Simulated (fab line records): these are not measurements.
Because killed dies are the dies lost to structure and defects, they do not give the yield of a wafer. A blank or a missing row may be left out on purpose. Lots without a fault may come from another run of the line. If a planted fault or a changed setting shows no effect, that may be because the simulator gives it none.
Which tool is to blame? / flow berkeleyCmos170 / 42 wafers from 14 lots sampled at 3 of the route's 331 steps

WHAT THE GAUGES SHOWED, per wafer
UCB170_PVT_TW_MEAS_09. Usual: PVT_TW 508.6, standard deviation 2.9.
lot=L485; measured=day 5 08:40; on=filmMetro-04; PVT_TW=505.9 503.1 503.4; flag=
lot=L484; measured=day 5 09:42; on=filmMetro-03; PVT_TW=513.4 510.3 510.5; flag=
lot=L486; measured=day 5 09:56; on=filmMetro-04; PVT_TW=505.0 502.2 506.8; flag=
lot=L488; measured=day 6 06:10; on=filmMetro-03; PVT_TW=509.5 509.4 509.1; flag=
lot=L489; measured=day 6 08:47; on=filmMetro-03; PVT_TW=513.1 508.0 508.5; flag=
lot=L490; measured=day 6 08:32; on=filmMetro-03; PVT_TW=510.5 511.2 511.5; flag=
lot=L492; measured=day 7 07:55; on=filmMetro-02; PVT_TW=508.6 509.1 506.7; flag=
lot=L493; measured=day 7 08:28; on=filmMetro-03; PVT_TW=510.2 508.2 509.0; flag=
lot=L498; measured=day 8 14:18; on=filmMetro-03; PVT_TW=507.5 506.2 507.0; flag=
lot=L501; measured=day 8 14:02; on=filmMetro-03; PVT_TW=506.3 509.2 506.7; flag=
lot=L503; measured=day 9 04:19; on=filmMetro-02; PVT_TW=505.8 507.5 505.8; flag=
lot=L502; measured=day 9 10:29; on=filmMetro-03; PVT_TW=507.6 510.9 510.2; flag=
lot=L504; measured=day 9 10:32; on=filmMetro-03; PVT_TW=510.4 510.6 512.5; flag=
lot=L505; measured=day 10 00:49; on=filmMetro-02; PVT_TW=505.7 506.4 508.4; flag=

UCB170_PLDD_OVL_MEAS_07. Usual: PLDD_OVL 2 nm, standard deviation 5.3.
lot=L485; measured=day 5 23:51; on=overlay-01; PLDD_OVL (nm)=0 1 7; flag=
lot=L484; measured=day 5 23:09; on=overlay-01; PLDD_OVL (nm)=-3 -1 -2; flag=
lot=L486; measured=day 5 22:52; on=overlay-02; PLDD_OVL (nm)=-4 5 -5; flag=
lot=L488; measured=day 6 18:50; on=overlay-01; PLDD_OVL (nm)=-5 -3 3; flag=
lot=L489; measured=day 6 22:11; on=overlay-01; PLDD_OVL (nm)=1 14 2; flag=
lot=L490; measured=day 6 21:58; on=overlay-01; PLDD_OVL (nm)=1 -1 6; flag=
lot=L492; measured=day 8 01:53; on=overlay-01; PLDD_OVL (nm)=-3 6 6; flag=
lot=L493; measured=day 8 02:22; on=overlay-01; PLDD_OVL (nm)=-1 1 -8; flag=
lot=L498; measured=day 9 04:47; on=overlay-01; PLDD_OVL (nm)=3 -6 7; flag=
lot=L501; measured=day 9 04:21; on=overlay-01; PLDD_OVL (nm)=9 -1 4; flag=
lot=L503; measured=day 9 18:25; on=overlay-02; PLDD_OVL (nm)=4 -12 4; flag=
lot=L502; measured=day 10 01:08; on=overlay-02; PLDD_OVL (nm)=-5 -6 -1; flag=
lot=L504; measured=day 10 00:40; on=overlay-02; PLDD_OVL (nm)=-5 -5 -7; flag=
lot=L505; measured=day 10 18:28; on=overlay-02; PLDD_OVL (nm)=3 5 2; flag=

WHICH TOOL RAN EACH LOT (tool, then ch and the chambers of the sampled wafers, then the start)
lot=L485; UCB170_PWELL_STRIP_16=plasmaAsher-01 ch 0,1, day 3 02:55
lot=L484; UCB170_PWELL_STRIP_16=plasmaAsher-02 ch 0,1, day 3 03:01
lot=L486; UCB170_PWELL_STRIP_16=plasmaAsher-03 ch 0,1, day 3 05:29
lot=L488; UCB170_PWELL_STRIP_16=plasmaAsher-03 ch 0,1, day 3 19:28
lot=L489; UCB170_PWELL_STRIP_16=plasmaAsher-02 ch 1, day 4 04:21
lot=L490; UCB170_PWELL_STRIP_16=plasmaAsher-02 ch 0,1, day 4 04:31
lot=L492; UCB170_PWELL_STRIP_16=plasmaAsher-03 ch 0,1, day 4 22:46
lot=L493; UCB170_PWELL_STRIP_16=plasmaAsher-03 ch 0, day 5 01:46
lot=L498; UCB170_PWELL_STRIP_16=plasmaAsher-01 ch 0,1, day 5 23:44
lot=L501; UCB170_PWELL_STRIP_16=plasmaAsher-01 ch 0,1, day 6 01:56
lot=L503; UCB170_PWELL_STRIP_16=plasmaAsher-03 ch 0,1, day 6 19:31
lot=L502; UCB170_PWELL_STRIP_16=plasmaAsher-03 ch 0,1, day 6 19:47
lot=L504; UCB170_PWELL_STRIP_16=plasmaAsher-03 ch 0,1, day 7 00:34
lot=L505; UCB170_PWELL_STRIP_16=plasmaAsher-03 ch 0,1, day 7 18:02
- UCB170_PWELL_STRIP_16: strips in O2.

AS READ BY THE TOOLS THEMSELVES (means over the sampled wafers that have a number; for cases with no such wafer, the mark the record gives instead)
UCB170_PWELL_STRIP_16. Usual: drypumpMotorCurrentA 5.8 A, standard deviation 0.53; oesProductAu 0.720 a.u., standard deviation 0.0041; stripTimeToEndpointS 18.09 s, standard deviation 0.068.
lot=L485; tool=plasmaAsher-01; drypumpMotorCurrentA (A)=5.5; oesProductAu (a.u.)=0.724; stripTimeToEndpointS (s)=18.11; flag=
lot=L484; tool=plasmaAsher-02; drypumpMotorCurrentA (A)=6.6; oesProductAu (a.u.)=0.722; stripTimeToEndpointS (s)=18.07; flag=
lot=L486; tool=plasmaAsher-03; drypumpMotorCurrentA (A)=5.6; oesProductAu (a.u.)=0.721; stripTimeToEndpointS (s)=18.14; flag=
lot=L488; tool=plasmaAsher-03; drypumpMotorCurrentA (A)=5.5; oesProductAu (a.u.)=0.722; stripTimeToEndpointS (s)=18.01; flag=
lot=L489; tool=plasmaAsher-02; drypumpMotorCurrentA (A)=6.5; oesProductAu (a.u.)=0.722; stripTimeToEndpointS (s)=18.13; flag=
lot=L490; tool=plasmaAsher-02; drypumpMotorCurrentA (A)=6.6; oesProductAu (a.u.)=0.718; stripTimeToEndpointS (s)=18.01; flag=
lot=L492; tool=plasmaAsher-03; drypumpMotorCurrentA (A)=5.6; oesProductAu (a.u.)=0.722; stripTimeToEndpointS (s)=18.10; flag=
lot=L493; tool=plasmaAsher-03; drypumpMotorCurrentA (A)=5.9; oesProductAu (a.u.)=0.728; stripTimeToEndpointS (s)=18.11; flag=
lot=L498; tool=plasmaAsher-01; drypumpMotorCurrentA (A)=5.5; oesProductAu (a.u.)=0.793; stripTimeToEndpointS (s)=18.08; flag=OFF
lot=L501; tool=plasmaAsher-01; drypumpMotorCurrentA (A)=5.5; oesProductAu (a.u.)=0.794; stripTimeToEndpointS (s)=18.17; flag=OFF
lot=L503; tool=plasmaAsher-03; drypumpMotorCurrentA (A)=5.7; oesProductAu (a.u.)=0.721; stripTimeToEndpointS (s)=18.05; flag=
lot=L502; tool=plasmaAsher-03; drypumpMotorCurrentA (A)=5.7; oesProductAu (a.u.)=0.722; stripTimeToEndpointS (s)=18.11; flag=
lot=L504; tool=plasmaAsher-03; drypumpMotorCurrentA (A)=5.6; oesProductAu (a.u.)=0.719; stripTimeToEndpointS (s)=18.13; flag=
lot=L505; tool=plasmaAsher-03; drypumpMotorCurrentA (A)=5.7; oesProductAu (a.u.)=0.723; stripTimeToEndpointS (s)=18.13; flag=

THE ANSWER, worked out from the rows above alone
Rule: take the mean of a lot's wafers that have a number; if it is more than 3 standard deviations from the usual mean, the lot is off. A lot without any number at a reading at which 4 lots or more have one is off too. The other lots that the step has rows for count as sound. After the gauges, taken in route order, come the tools' own readings; for these a lot's mean is taken, as printed above. The first step at which some lot is off is used, and at that step the reading that is off furthest; a lot without a number counts as furthest.
Off: L498, L501, at UCB170_PWELL_STRIP_16 (oesProductAu).
A tool fits if, at that step or a process step before it, it ran every lot that is off, and no sound lot after the first of them. One candidate fits, namely plasmaAsher-01 at UCB170_PWELL_STRIP_16. A fault onset in the window from L485 (day 3 02:55, its last sound lot) to L498 (day 5 23:44, its first lot off) fits.
The tool's own readings at UCB170_PWELL_STRIP_16 bear it out: on the lots that are off they differ by more than 5 times the standard deviation of the sound lots' means. oesProductAu reads 0.794 a.u. there against 0.722 a.u. on the sound lots.

WHAT THE SIMULATOR PUT IN
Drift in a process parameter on plasmaAsher-01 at UCB170_PWELL_STRIP_16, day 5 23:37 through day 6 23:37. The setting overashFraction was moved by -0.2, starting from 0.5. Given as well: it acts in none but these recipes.
Lots struck among those shown: L501, L498. Same finding as the rule above.
